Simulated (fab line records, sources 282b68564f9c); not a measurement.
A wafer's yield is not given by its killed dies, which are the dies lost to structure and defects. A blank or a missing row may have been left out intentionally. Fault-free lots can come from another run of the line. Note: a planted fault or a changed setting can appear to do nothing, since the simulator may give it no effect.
A sampling plan put to the test | flow rit-cmos | one fab line, 35 faults that these records tell of, each judged on the records of the lots that it struck
Plan = the line's own looks (route steps where a gauge or an inspection reads the wafer without altering it). A look is open to judgement when struck wafers have a number at it and the file gives its usual mean and standard deviation on fault-free wafers. Caught: 4 or more of those standard deviations (sigma) separate the usual mean from the mean of the struck wafers at a look after the fault's first step. On the tool: the fault's steps, tested the same way using the tool's own readings. A different recipe on the struck wafers counts as caught too, as does a record blank only for those wafers.

THE FAULTS, as the simulator had put them in
1. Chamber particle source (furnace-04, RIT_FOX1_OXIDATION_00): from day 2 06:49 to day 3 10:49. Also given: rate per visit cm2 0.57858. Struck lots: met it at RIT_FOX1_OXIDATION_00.
2. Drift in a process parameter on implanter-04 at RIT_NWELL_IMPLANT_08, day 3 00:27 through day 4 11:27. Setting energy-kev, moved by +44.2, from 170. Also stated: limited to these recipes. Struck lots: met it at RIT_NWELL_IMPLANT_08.
3. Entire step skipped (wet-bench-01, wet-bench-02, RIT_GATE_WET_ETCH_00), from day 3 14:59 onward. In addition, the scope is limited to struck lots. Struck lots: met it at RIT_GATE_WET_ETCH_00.
4. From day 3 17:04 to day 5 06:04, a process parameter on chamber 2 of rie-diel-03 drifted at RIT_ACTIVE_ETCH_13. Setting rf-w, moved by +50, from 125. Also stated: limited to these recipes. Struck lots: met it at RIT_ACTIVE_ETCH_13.
5. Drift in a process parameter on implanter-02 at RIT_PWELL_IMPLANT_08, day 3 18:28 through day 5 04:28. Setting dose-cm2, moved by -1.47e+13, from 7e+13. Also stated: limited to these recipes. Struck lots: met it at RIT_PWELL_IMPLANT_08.
6. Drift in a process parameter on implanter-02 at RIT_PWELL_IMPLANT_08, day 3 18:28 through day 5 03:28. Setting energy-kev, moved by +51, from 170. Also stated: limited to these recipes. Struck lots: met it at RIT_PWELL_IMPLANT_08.
7. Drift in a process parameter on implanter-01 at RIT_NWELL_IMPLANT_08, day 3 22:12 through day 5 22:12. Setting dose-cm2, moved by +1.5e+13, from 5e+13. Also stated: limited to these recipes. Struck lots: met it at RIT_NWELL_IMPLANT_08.
8. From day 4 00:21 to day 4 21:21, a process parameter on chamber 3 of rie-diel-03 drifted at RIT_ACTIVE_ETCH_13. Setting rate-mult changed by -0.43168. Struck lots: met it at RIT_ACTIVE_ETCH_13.
9. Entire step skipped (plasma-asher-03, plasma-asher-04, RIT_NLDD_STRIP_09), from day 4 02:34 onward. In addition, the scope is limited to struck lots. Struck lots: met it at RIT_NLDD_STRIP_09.
10. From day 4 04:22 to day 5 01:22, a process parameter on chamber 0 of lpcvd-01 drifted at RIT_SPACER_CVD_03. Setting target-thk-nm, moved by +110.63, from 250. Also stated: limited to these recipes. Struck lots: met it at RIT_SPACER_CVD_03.
11. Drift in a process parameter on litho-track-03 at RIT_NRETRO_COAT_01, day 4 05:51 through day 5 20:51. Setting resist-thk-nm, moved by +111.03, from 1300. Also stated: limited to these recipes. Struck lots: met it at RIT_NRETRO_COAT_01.
12. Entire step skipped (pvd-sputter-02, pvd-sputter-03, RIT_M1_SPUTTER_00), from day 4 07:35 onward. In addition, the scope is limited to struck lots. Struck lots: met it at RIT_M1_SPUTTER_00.
13. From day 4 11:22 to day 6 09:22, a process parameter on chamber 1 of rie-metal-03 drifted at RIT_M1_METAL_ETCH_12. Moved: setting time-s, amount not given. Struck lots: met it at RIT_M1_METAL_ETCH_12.
14. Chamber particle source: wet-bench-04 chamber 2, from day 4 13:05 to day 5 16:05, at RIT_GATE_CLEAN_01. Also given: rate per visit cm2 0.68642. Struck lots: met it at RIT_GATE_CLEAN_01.
15. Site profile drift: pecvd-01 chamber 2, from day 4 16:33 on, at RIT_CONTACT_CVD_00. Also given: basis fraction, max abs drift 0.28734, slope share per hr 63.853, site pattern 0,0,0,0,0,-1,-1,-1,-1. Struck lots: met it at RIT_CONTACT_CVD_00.
16. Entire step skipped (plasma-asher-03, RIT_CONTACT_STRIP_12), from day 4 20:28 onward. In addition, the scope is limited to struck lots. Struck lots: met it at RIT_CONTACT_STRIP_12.
17. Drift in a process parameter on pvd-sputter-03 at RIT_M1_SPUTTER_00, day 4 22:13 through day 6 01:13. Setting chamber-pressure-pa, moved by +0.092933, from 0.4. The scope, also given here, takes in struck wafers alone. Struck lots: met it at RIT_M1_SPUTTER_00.
18. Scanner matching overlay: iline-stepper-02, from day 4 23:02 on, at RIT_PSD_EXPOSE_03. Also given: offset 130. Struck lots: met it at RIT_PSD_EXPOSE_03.
19. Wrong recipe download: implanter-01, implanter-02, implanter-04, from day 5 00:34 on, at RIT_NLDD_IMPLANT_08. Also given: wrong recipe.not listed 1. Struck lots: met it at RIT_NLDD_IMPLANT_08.
20. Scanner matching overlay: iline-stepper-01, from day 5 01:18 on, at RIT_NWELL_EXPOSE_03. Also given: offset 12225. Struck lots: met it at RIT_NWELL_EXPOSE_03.
21. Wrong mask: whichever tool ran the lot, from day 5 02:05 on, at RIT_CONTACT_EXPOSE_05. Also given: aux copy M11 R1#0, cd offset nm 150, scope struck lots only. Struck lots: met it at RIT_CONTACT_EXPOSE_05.
22. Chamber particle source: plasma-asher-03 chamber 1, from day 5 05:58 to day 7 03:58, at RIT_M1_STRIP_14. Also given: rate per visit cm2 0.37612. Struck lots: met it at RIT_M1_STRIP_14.
23. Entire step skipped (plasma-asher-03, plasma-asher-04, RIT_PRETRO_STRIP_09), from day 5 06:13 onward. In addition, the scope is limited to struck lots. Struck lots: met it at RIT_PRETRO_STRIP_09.
24. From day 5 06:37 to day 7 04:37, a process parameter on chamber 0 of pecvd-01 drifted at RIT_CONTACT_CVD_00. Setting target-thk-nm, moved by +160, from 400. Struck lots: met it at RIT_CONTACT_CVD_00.
25. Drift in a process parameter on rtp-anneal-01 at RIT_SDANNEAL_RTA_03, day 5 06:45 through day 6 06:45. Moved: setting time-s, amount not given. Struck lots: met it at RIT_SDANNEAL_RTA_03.
26. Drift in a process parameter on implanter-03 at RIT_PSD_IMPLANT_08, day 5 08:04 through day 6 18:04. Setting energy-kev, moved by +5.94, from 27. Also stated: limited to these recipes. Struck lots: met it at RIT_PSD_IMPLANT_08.
27. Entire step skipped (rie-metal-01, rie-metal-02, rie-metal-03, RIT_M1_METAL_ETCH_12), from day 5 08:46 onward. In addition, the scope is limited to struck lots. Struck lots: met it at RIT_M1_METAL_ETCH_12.
28. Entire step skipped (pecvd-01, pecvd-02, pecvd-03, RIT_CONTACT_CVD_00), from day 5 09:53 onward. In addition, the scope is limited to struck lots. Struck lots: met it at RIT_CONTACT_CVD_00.
29. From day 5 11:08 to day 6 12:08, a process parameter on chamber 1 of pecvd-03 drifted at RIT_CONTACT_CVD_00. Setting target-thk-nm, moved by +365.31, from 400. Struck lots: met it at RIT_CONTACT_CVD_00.
30. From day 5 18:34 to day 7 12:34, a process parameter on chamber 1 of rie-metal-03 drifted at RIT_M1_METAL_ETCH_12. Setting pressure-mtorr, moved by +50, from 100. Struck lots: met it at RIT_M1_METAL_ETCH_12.
31. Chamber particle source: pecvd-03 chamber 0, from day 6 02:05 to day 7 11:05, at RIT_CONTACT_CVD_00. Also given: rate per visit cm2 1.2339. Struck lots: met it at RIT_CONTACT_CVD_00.
32. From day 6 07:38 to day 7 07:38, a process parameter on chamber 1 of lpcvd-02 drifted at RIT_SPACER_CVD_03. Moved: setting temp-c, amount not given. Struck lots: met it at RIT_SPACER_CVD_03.
33. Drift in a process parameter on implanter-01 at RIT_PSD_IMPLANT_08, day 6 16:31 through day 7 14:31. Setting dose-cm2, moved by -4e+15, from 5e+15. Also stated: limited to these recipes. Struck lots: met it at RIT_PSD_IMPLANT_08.
34. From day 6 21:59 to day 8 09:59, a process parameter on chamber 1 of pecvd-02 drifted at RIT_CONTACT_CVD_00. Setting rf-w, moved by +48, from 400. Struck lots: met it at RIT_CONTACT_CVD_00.
35. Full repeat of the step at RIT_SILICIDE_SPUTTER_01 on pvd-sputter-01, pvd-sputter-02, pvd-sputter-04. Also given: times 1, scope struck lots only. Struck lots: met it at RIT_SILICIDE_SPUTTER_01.

WHAT THE PLAN SAW
fault | on the tool itself                               | first look that catches it                      | reading, sigma                                               | median hours from its first step to that look | hours from the fault's start to the first struck lot there | judged looks passed uncaught
1     | no reading that can be judged                    | none of the 2 looks that can be judged after it | -                                                            | -                                             | -                                                          | 2
2     | beam-energy-keV +99 or beyond sigma              | RIT_NWELL_TW_MEAS_10                            | NWELL_TW +6.4                                                | 0.3                                           | 6                                                          | 0
3     | the tool's record is blank for the struck wafers | RIT_FOX2_THK_MEAS_91                            | FIELD_OXIDE_LEFT_2_THK +9.0                                  | 0.4                                           | 4                                                          | 0
4     | rf-fwd-power-W +99 or beyond sigma               | no look after it can be judged                  | -                                                            | -                                             | -                                                          | 0
5     | dose-ions-cm2 -99 or beyond sigma                | RIT_PWELL_TW_MEAS_10                            | PWELL_TW -9.9                                                | 0.3                                           | 4                                                          | 0
6     | beam-energy-keV +99 or beyond sigma              | RIT_WELLDRIVE_RS_MEAS_02                        | PWELL_RS -9.1                                                | 6.6                                           | 11                                                         | 0
7     | dose-ions-cm2 +99 or beyond sigma                | RIT_NWELL_TW_MEAS_10                            | NWELL_TW +12                                                 | 0.3                                           | 3                                                          | 0
8     | oes-product-au -7.0 sigma                        | no look after it can be judged                  | -                                                            | -                                             | -                                                          | 0
9     | the tool's record is blank for the struck wafers | RIT_PLDD_TW_MEAS_10                             | PLDD_TW -99 or beyond                                        | 1.7                                           | 4                                                          | 0
10    | under 2 sigma                                    | RIT_SPACER_THK_MEAS_04                          | SPACER_NITRIDE_THK +46                                       | 1.9                                           | 4                                                          | 0
11    | under 2 sigma                                    | not the one look that can be judged after it    | -                                                            | -                                             | -                                                          | 1
12    | the tool's record is blank for the struck wafers | no look after it can be judged                  | -                                                            | -                                             | -                                                          | 0
13    | run-length-s +78 sigma                           | not the one look that can be judged after it    | strongest: cd-nm at RIT_M1_CD_MEAS_90, -3.1                  | -                                             | -                                                          | 1
14    | no reading that can be judged                    | none of the 2 looks that can be judged after it | -                                                            | -                                             | -                                                          | 2
15    | only faintly: heater-power-w +2.0 sigma          | RIT_CONTACT_THK_MEAS_01                         | CONTACT_TEOS_THK -10                                         | 0.0                                           | 8                                                          | 0
16    | the tool's record is blank for the struck wafers | no look after it can be judged                  | -                                                            | -                                             | -                                                          | 0
17    | chamber-pressure-pa +99 or beyond sigma          | RIT_M1_RS_MEAS_01                               | M1_AL_RS +5.8                                                | 0.3                                           | 7                                                          | 0
18    | no reading that can be judged                    | RIT_PSD_OVL_MEAS_06                             | PSD_OVL +99 or beyond                                        | 0.4                                           | 2                                                          | 0
19    | under 2 sigma                                    | RIT_NLDD_TW_MEAS_10                             | NLDD_TW +14                                                  | 0.3                                           | 4                                                          | 0
20    | no reading that can be judged                    | no look after it can be judged                  | -                                                            | -                                             | -                                                          | 0
21    | no reading that can be judged                    | RIT_CONTACT_CD_MEAS_08                          | cd-nm +63                                                    | 0.5                                           | 2                                                          | 0
22    | under 2 sigma                                    | no look after it can be judged                  | -                                                            | -                                             | -                                                          | 0
23    | the tool's record is blank for the struck wafers | no look after it can be judged                  | -                                                            | -                                             | -                                                          | 0
24    | under 2 sigma                                    | RIT_CONTACT_THK_MEAS_01                         | CONTACT_TEOS_THK +34                                         | 0.1                                           | 20                                                         | 0
25    | under 2 sigma                                    | RIT_SDANNEAL_RS_MEAS_04                         | PSD_RS -67                                                   | 0.1                                           | 5                                                          | 0
26    | beam-energy-keV +99 or beyond sigma              | RIT_PSD_TW_MEAS_10                              | PSD_TW +5.9                                                  | 0.3                                           | 3                                                          | 0
27    | the tool's record is blank for the struck wafers | no look after it can be judged                  | -                                                            | -                                             | -                                                          | 0
28    | the tool's record is blank for the struck wafers | no look after it can be judged                  | -                                                            | -                                             | -                                                          | 0
29    | under 2 sigma                                    | RIT_CONTACT_THK_MEAS_01                         | CONTACT_TEOS_THK +77                                         | 0.0                                           | 21                                                         | 0
30    | chamber-pressure-mTorr +99 or beyond sigma       | no look after it can be judged                  | -                                                            | -                                             | -                                                          | 0
31    | under 2 sigma                                    | no look after it can be judged                  | -                                                            | -                                             | -                                                          | 0
32    | spike-tc-source-C +15 sigma                      | RIT_SPACER_THK_MEAS_04                          | SPACER_NITRIDE_THK +42                                       | 1.9                                           | 8                                                          | 0
33    | dose-ions-cm2 -99 or beyond sigma                | RIT_PSD_TW_MEAS_10                              | PSD_TW -26                                                   | 0.3                                           | 5                                                          | 0
34    | rf-fwd-power-W +35 sigma                         | not the one look that can be judged after it    | strongest: CONTACT_TEOS_THK at RIT_CONTACT_THK_MEAS_01, +2.9 | -                                             | -                                                          | 1
35    | under 2 sigma                                    | RIT_SILICIDE_RS_MEAS_02                         | SILICIDE_TI_RS -36                                           | 0.5                                           | -                                                          | 0
Dash: fault not caught, or number not given in these records.

Caught at a look: 19 of 35. Caught on the tool: 20 of 35. By one or the other: 29 of 35.
Caught on the tool alone: faults 4, 8, 12, 13, 16, 23, 27, 28, 30, 34.
Caught at a look alone: faults 10, 15, 18, 19, 21, 24, 25, 29, 35.
Caught by neither: faults 1, 11, 14, 20, 22, 31.

THINNER SAMPLING
If the look that catches a fault measured only every second or every third lot, by lot number, the first struck lot would be measured this late in the worst case:
fault | struck lots at that look, in order of time | every lot | every second lot | every third lot
2     | L185, L190                                 | 6 h       | 31 h             | may miss all 2
3     | L297, L298                                 | 4 h       | 10 h             | may miss all 2
5     | L943, L948                                 | 4 h       | 23 h             | may miss all 2
6     | L401, L406                                 | 11 h      | 29 h             | may miss all 2
7     | L430, L433                                 | 3 h       | 17 h             | may miss all 2
9     | L245, L246                                 | 4 h       | 15 h             | may miss all 2
10    | L766                                       | 4 h       | may miss it      | may miss it
15    | L589, L592                                 | 8 h       | 21 h             | may miss all 2
17    | L538                                       | 7 h       | may miss it      | may miss it
18    | L604, L608                                 | 2 h       | may miss all 2   | may miss all 2
19    | L218, L219, L220, L221                     | 4 h       | 10 h             | 13 h
21    | L619                                       | 2 h       | may miss it      | may miss it
24    | L562                                       | 20 h      | may miss it      | may miss it
25    | L898, L900                                 | 5 h       | may miss all 2   | may miss all 2
26    | L285, L286, L287                           | 3 h       | 10 h             | 12 h
29    | L663                                       | 21 h      | may miss it      | may miss it
32    | L108, L111                                 | 8 h       | 19 h             | may miss all 2
33    | L612, L614, L615                           | 5 h       | 15 h             | may miss all 3
Hours: fault start to first struck lot measured. The test against the limit of 4 sigma pooled every struck wafer, which means one lot taken alone may stay below that limit. Other struck lots may not be in these records.

THE LONGEST TIMED WAY FROM STEP TO LOOK
Fault 6: a median of 6.6 hours passes between RIT_PWELL_IMPLANT_08 and RIT_WELLDRIVE_RS_MEAS_02. No look between them can be judged.
